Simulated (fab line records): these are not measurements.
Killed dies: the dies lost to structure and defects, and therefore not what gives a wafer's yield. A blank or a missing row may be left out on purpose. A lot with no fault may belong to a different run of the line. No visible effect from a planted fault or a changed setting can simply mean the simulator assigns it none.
Split-lot trial :: flow berkeley cmos170 :: 23 wafers read across 5 lots, on a route 331 steps long

## ON THE SPLIT
At UCB170_WELLDRIVE_OXIDATION_01 (target thk 199 nm, ox time 9000 s), the setting temp c was moved away from the recipe's 1100 C on 10 of the 23 wafers read, by +1.2% to +2.8%. This setting was run at the recipe's value on the other wafers.

Between the split and the reading, the file records no step.

## THE READING
WELLDRIVE_OXIDE_THK in nanometres, read at UCB170_WELLDRIVE_THK_MEAS_02. Typical for fault-free wafers on this fab line: 198 nm, with standard deviation 3.4 nm.

wafer: L074.1
tool, chamber at the split: -, -
temp c as run, C: 1131
against the recipe: +2.8%
WELLDRIVE_OXIDE_THK, nm: 228
against lot-mates on the recipe: no lot-mate on the recipe

wafer: L074.3
tool, chamber at the split: -, -
temp c as run, C: 1131
against the recipe: +2.8%
WELLDRIVE_OXIDE_THK, nm: 230
against lot-mates on the recipe: no lot-mate on the recipe

wafer: L074.4
tool, chamber at the split: -, -
temp c as run, C: 1131
against the recipe: +2.8%
WELLDRIVE_OXIDE_THK, nm: 230
against lot-mates on the recipe: no lot-mate on the recipe

wafer: L074.5
tool, chamber at the split: -, -
temp c as run, C: 1131
against the recipe: +2.8%
WELLDRIVE_OXIDE_THK, nm: 227
against lot-mates on the recipe: no lot-mate on the recipe

wafer: L074.6
tool, chamber at the split: -, -
temp c as run, C: 1131
against the recipe: +2.8%
WELLDRIVE_OXIDE_THK, nm: 229
against lot-mates on the recipe: no lot-mate on the recipe

wafer: L077.1
tool, chamber at the split: -, -
temp c as run, C: 1113
against the recipe: +1.2%
WELLDRIVE_OXIDE_THK, nm: 216
against lot-mates on the recipe: no lot-mate on the recipe

wafer: L077.2
tool, chamber at the split: -, -
temp c as run, C: 1113
against the recipe: +1.2%
WELLDRIVE_OXIDE_THK, nm: 214
against lot-mates on the recipe: no lot-mate on the recipe

wafer: L077.3
tool, chamber at the split: -, -
temp c as run, C: 1113
against the recipe: +1.2%
WELLDRIVE_OXIDE_THK, nm: 213
against lot-mates on the recipe: no lot-mate on the recipe

wafer: L077.4
tool, chamber at the split: -, -
temp c as run, C: 1113
against the recipe: +1.2%
WELLDRIVE_OXIDE_THK, nm: 212
against lot-mates on the recipe: no lot-mate on the recipe

wafer: L077.6
tool, chamber at the split: -, -
temp c as run, C: 1113
against the recipe: +1.2%
WELLDRIVE_OXIDE_THK, nm: 215
against lot-mates on the recipe: no lot-mate on the recipe

wafer: L078.1
tool, chamber at the split: -, -
temp c as run, C: 1100
against the recipe: recipe
WELLDRIVE_OXIDE_THK, nm: 194
against lot-mates on the recipe: -

wafer: L078.3
tool, chamber at the split: -, -
temp c as run, C: 1100
against the recipe: recipe
WELLDRIVE_OXIDE_THK, nm: 192
against lot-mates on the recipe: -

wafer: L078.4
tool, chamber at the split: -, -
temp c as run, C: 1100
against the recipe: recipe
WELLDRIVE_OXIDE_THK, nm: 186
against lot-mates on the recipe: -

wafer: L078.5
tool, chamber at the split: -, -
temp c as run, C: 1100
against the recipe: recipe
WELLDRIVE_OXIDE_THK, nm: 193
against lot-mates on the recipe: -

wafer: L078.6
tool, chamber at the split: -, -
temp c as run, C: 1100
against the recipe: recipe
WELLDRIVE_OXIDE_THK, nm: 190
against lot-mates on the recipe: -

wafer: L084.1
tool, chamber at the split: -, -
temp c as run, C: 1100
against the recipe: recipe
WELLDRIVE_OXIDE_THK, nm: 194
against lot-mates on the recipe: -

wafer: L084.2
tool, chamber at the split: -, -
temp c as run, C: 1100
against the recipe: recipe
WELLDRIVE_OXIDE_THK, nm: 192
against lot-mates on the recipe: -

wafer: L084.3
tool, chamber at the split: -, -
temp c as run, C: 1100
against the recipe: recipe
WELLDRIVE_OXIDE_THK, nm: 195
against lot-mates on the recipe: -

wafer: L084.4
tool, chamber at the split: -, -
temp c as run, C: 1100
against the recipe: recipe
WELLDRIVE_OXIDE_THK, nm: 195
against lot-mates on the recipe: -

wafer: L084.5
tool, chamber at the split: -, -
temp c as run, C: 1100
against the recipe: recipe
WELLDRIVE_OXIDE_THK, nm: 192
against lot-mates on the recipe: -

wafer: L085.1
tool, chamber at the split: furnace-01, 0
temp c as run, C: 1100
against the recipe: recipe
WELLDRIVE_OXIDE_THK, nm: 198
against lot-mates on the recipe: -

wafer: L085.3
tool, chamber at the split: furnace-01, 0
temp c as run, C: 1100
against the recipe: recipe
WELLDRIVE_OXIDE_THK, nm: 198
against lot-mates on the recipe: -

wafer: L085.4
tool, chamber at the split: furnace-01, 0
temp c as run, C: 1100
against the recipe: recipe
WELLDRIVE_OXIDE_THK, nm: 198
against lot-mates on the recipe: -

FIT RESULTS
A straight line over all 23 wafers: WELLDRIVE_OXIDE_THK changes by +12.8 nm for each +1% of temp c; r = +0.97; the points scatter about the line by 3.6 nm.
Too few moved wafers with a lot-mate on the recipe to fit a line net of each lot's own level.

## THE WHOLE CHAIN: every reading that the file lists as answering this split, in the file's order
step: UCB170_WELLDRIVE_OXIDATION_01
what it does: target thk 199 nm, ox time 9000 s
reading: SiO2_of_WELLDRIVE_OXIDATION_01.thk nm (the simulator's own value, which no gauge read)
change (the file's fit): +12.7 nm for each +1% of the setting
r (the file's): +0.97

step: UCB170_WELLDRIVE_THK_MEAS_02
what it does: 
reading: WELLDRIVE_OXIDE_THK
change (the file's fit): +12.7 for each +1% of the setting
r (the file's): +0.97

## FILE'S OWN FIT
WELLDRIVE_OXIDE_THK changes by +12.7 nm for each +1% of temp c, r = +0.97.
